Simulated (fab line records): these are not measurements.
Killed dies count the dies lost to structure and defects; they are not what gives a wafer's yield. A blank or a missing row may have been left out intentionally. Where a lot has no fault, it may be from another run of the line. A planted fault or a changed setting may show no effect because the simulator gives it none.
Which of the tools did it? / flow rit cmos / Sampling: 15 lots, 45 wafers, 3 of 202 route steps

## WHAT THE GAUGES SHOWED, per wafer
RIT_CONTACT_CD_MEAS_08 targets a cd of 1000 nm. Usual: 1000.6 nm for cd nm, sd 2.4.
lot=L263; measured=day 3 23:25; on=cd sem-02; cd nm (nm)=1000.9 1000.6 1002.1; flag=
lot=L264; measured=day 4 08:28; on=cd sem-02; cd nm (nm)=1004.5 1003.5 1005.2; flag=
lot=L265; measured=day 4 13:17; on=cd sem-02; cd nm (nm)=999.1 999.0 1000.1; flag=
lot=L269; measured=day 5 08:09; on=cd sem-01; cd nm (nm)=998.7 997.6 1001.2; flag=
lot=L270; measured=day 5 13:44; on=cd sem-01; cd nm (nm)=995.5 998.1 996.4; flag=
lot=L271; measured=day 5 18:01; on=cd sem-01; cd nm (nm)=1000.9 1002.9 1001.8; flag=
lot=L272; measured=day 5 21:23; on=cd sem-02; cd nm (nm)=996.8 995.2 995.9; flag=
lot=L275; measured=day 6 07:23; on=cd sem-02; cd nm (nm)=1003.7 1005.3 1004.5; flag=
lot=L274; measured=day 6 07:39; on=cd sem-01; cd nm (nm)=1000.3 999.6 1001.5; flag=
lot=L276; measured=day 6 15:38; on=cd sem-02; cd nm (nm)=1001.9 1001.2 1000.9; flag=
lot=L278; measured=day 7 00:37; on=cd sem-01; cd nm (nm)=1000.1 999.8 1000.5; flag=
lot=L279; measured=day 7 02:16; on=cd sem-02; cd nm (nm)=- - -; flag=OFF
lot=L280; measured=day 7 06:34; on=cd sem-01; cd nm (nm)=- - -; flag=OFF
lot=L281; measured=day 7 14:05; on=cd sem-01; cd nm (nm)=- - -; flag=OFF
lot=L282; measured=day 7 22:10; on=cd sem-01; cd nm (nm)=999.9 1001.1 1001.7; flag=

## WHICH TOOL RAN EACH LOT (tool, then ch and the chambers of the sampled wafers, then the start)
lot=L263; RIT_SILICIDE_RTA_06=rtp anneal-02 ch 0, day 3 22:08; RIT_CONTACT_COAT_03=litho track-03 ch 0, day 3 22:29
lot=L264; RIT_SILICIDE_RTA_06=rtp anneal-01 ch 0, day 4 07:13; RIT_CONTACT_COAT_03=litho track-03 ch 0, day 4 07:37
lot=L265; RIT_SILICIDE_RTA_06=rtp anneal-02 ch 0, day 4 12:08; RIT_CONTACT_COAT_03=litho track-01 ch 0, day 4 12:29
lot=L269; RIT_SILICIDE_RTA_06=rtp anneal-02 ch 0, day 5 06:52; RIT_CONTACT_COAT_03=litho track-04 ch 0, day 5 07:13
lot=L270; RIT_SILICIDE_RTA_06=rtp anneal-01 ch 0, day 5 12:35; RIT_CONTACT_COAT_03=litho track-03 ch 0, day 5 12:56
lot=L271; RIT_SILICIDE_RTA_06=rtp anneal-02 ch 0, day 5 16:42; RIT_CONTACT_COAT_03=litho track-03 ch 0, day 5 17:05
lot=L272; RIT_SILICIDE_RTA_06=rtp anneal-01 ch 0, day 5 19:55; RIT_CONTACT_COAT_03=litho track-01 ch 0, day 5 20:14
lot=L275; RIT_SILICIDE_RTA_06=rtp anneal-02 ch 0, day 6 06:14; RIT_CONTACT_COAT_03=litho track-03 ch 0, day 6 06:34
lot=L274; RIT_SILICIDE_RTA_06=rtp anneal-02 ch 0, day 6 06:29; RIT_CONTACT_COAT_03=litho track-01 ch 0, day 6 06:49
lot=L276; RIT_SILICIDE_RTA_06=rtp anneal-01 ch 0, day 6 14:19; RIT_CONTACT_COAT_03=litho track-03 ch 0, day 6 14:50
lot=L278; RIT_SILICIDE_RTA_06=rtp anneal-01 ch 0, day 6 23:20; RIT_CONTACT_COAT_03=litho track-04 ch 0, day 6 23:40
lot=L279; RIT_SILICIDE_RTA_06=rtp anneal-02 ch 0, day 7 01:00; RIT_CONTACT_COAT_03=litho track-01, day 7 01:20
lot=L280; RIT_SILICIDE_RTA_06=rtp anneal-01 ch 0, day 7 05:17; RIT_CONTACT_COAT_03=litho track-03, day 7 05:37
lot=L281; RIT_SILICIDE_RTA_06=rtp anneal-02 ch 0, day 7 12:56; RIT_CONTACT_COAT_03=litho track-01, day 7 13:16
lot=L282; RIT_SILICIDE_RTA_06=rtp anneal-01 ch 0, day 7 21:00; RIT_CONTACT_COAT_03=litho track-03 ch 0, day 7 21:21
- RIT_SILICIDE_RTA_06: time 10 s, ramp up 5 s, ramp down 10 s.
- RIT_CONTACT_COAT_03: resist thk 1000 nm.

## AS READ BY THE TOOLS THEMSELVES (means over the sampled wafers that have a number; for cases with no such wafer, the mark the record gives instead)
RIT_SILICIDE_RTA_06. Usual: 754.2 for wafer_temp_C_max, sd 0.79.
lot=L263; tool=rtp anneal-02; wafer_temp_C_max=754.6; flag=
lot=L264; tool=rtp anneal-01; wafer_temp_C_max=753.8; flag=
lot=L265; tool=rtp anneal-02; wafer_temp_C_max=754.8; flag=
lot=L269; tool=rtp anneal-02; wafer_temp_C_max=755.2; flag=
lot=L270; tool=rtp anneal-01; wafer_temp_C_max=754.2; flag=
lot=L271; tool=rtp anneal-02; wafer_temp_C_max=755.0; flag=
lot=L272; tool=rtp anneal-01; wafer_temp_C_max=754.5; flag=
lot=L275; tool=rtp anneal-02; wafer_temp_C_max=753.5; flag=
lot=L274; tool=rtp anneal-02; wafer_temp_C_max=754.2; flag=
lot=L276; tool=rtp anneal-01; wafer_temp_C_max=754.7; flag=
lot=L278; tool=rtp anneal-01; wafer_temp_C_max=754.3; flag=
lot=L279; tool=rtp anneal-02; wafer_temp_C_max=754.8; flag=
lot=L280; tool=rtp anneal-01; wafer_temp_C_max=754.0; flag=
lot=L281; tool=rtp anneal-02; wafer_temp_C_max=754.0; flag=
lot=L282; tool=rtp anneal-01; wafer_temp_C_max=754.3; flag=

RIT_CONTACT_COAT_03. Usual: chill plate temp C 23.00 C, standard deviation 0.11; dispense pressure kPa 53 kPa, standard deviation 3.
lot=L263; tool=litho track-03; chill plate temp C (C)=23.03; dispense pressure kPa (kPa)=50; flag=
lot=L264; tool=litho track-03; chill plate temp C (C)=23.01; dispense pressure kPa (kPa)=50; flag=
lot=L265; tool=litho track-01; chill plate temp C (C)=23.14; dispense pressure kPa (kPa)=57; flag=
lot=L269; tool=litho track-04; chill plate temp C (C)=23.10; dispense pressure kPa (kPa)=55; flag=
lot=L270; tool=litho track-03; chill plate temp C (C)=22.94; dispense pressure kPa (kPa)=50; flag=
lot=L271; tool=litho track-03; chill plate temp C (C)=22.98; dispense pressure kPa (kPa)=50; flag=
lot=L272; tool=litho track-01; chill plate temp C (C)=23.01; dispense pressure kPa (kPa)=57; flag=
lot=L275; tool=litho track-03; chill plate temp C (C)=23.00; dispense pressure kPa (kPa)=50; flag=
lot=L274; tool=litho track-01; chill plate temp C (C)=22.98; dispense pressure kPa (kPa)=57; flag=
lot=L276; tool=litho track-03; chill plate temp C (C)=22.89; dispense pressure kPa (kPa)=50; flag=
lot=L278; tool=litho track-04; chill plate temp C (C)=22.94; dispense pressure kPa (kPa)=55; flag=
lot=L279; tool=litho track-01; chill plate temp C (C)=-; dispense pressure kPa (kPa)=-; flag=OFF
lot=L280; tool=litho track-03; chill plate temp C (C)=-; dispense pressure kPa (kPa)=-; flag=OFF
lot=L281; tool=litho track-01; chill plate temp C (C)=-; dispense pressure kPa (kPa)=-; flag=OFF
lot=L282; tool=litho track-03; chill plate temp C (C)=22.90; dispense pressure kPa (kPa)=50; flag=

## THE ANSWER, worked out from the rows above alone
Rule: lot off if the mean of its wafers having a number is beyond 3 standard deviations from the usual mean. A lot without any number at a reading at which 4 lots or more have one is off too. Any other lot the step has rows for is counted as sound. After the gauges, taken in route order, come the tools' own readings; for these a lot's mean is taken, as printed above. At the first step where some lot is off, the reading lying furthest off is the one used; lots without a number count as furthest.
Off: L279, L280, L281, at RIT_CONTACT_CD_MEAS_08 (cd nm). Without a number there: L279, L280, L281.
A tool fits if, at a process step before that reading, it ran every lot that is off, and no sound lot after the first of them. The gauges at RIT_CONTACT_CD_MEAS_08 aren't tried: what is off there is off at RIT_CONTACT_COAT_03 too, on other tools, and a gauge's error can't cause that. No candidate that was tried fits.

## WHAT HAD BEEN PUT IN BY THE SIMULATOR
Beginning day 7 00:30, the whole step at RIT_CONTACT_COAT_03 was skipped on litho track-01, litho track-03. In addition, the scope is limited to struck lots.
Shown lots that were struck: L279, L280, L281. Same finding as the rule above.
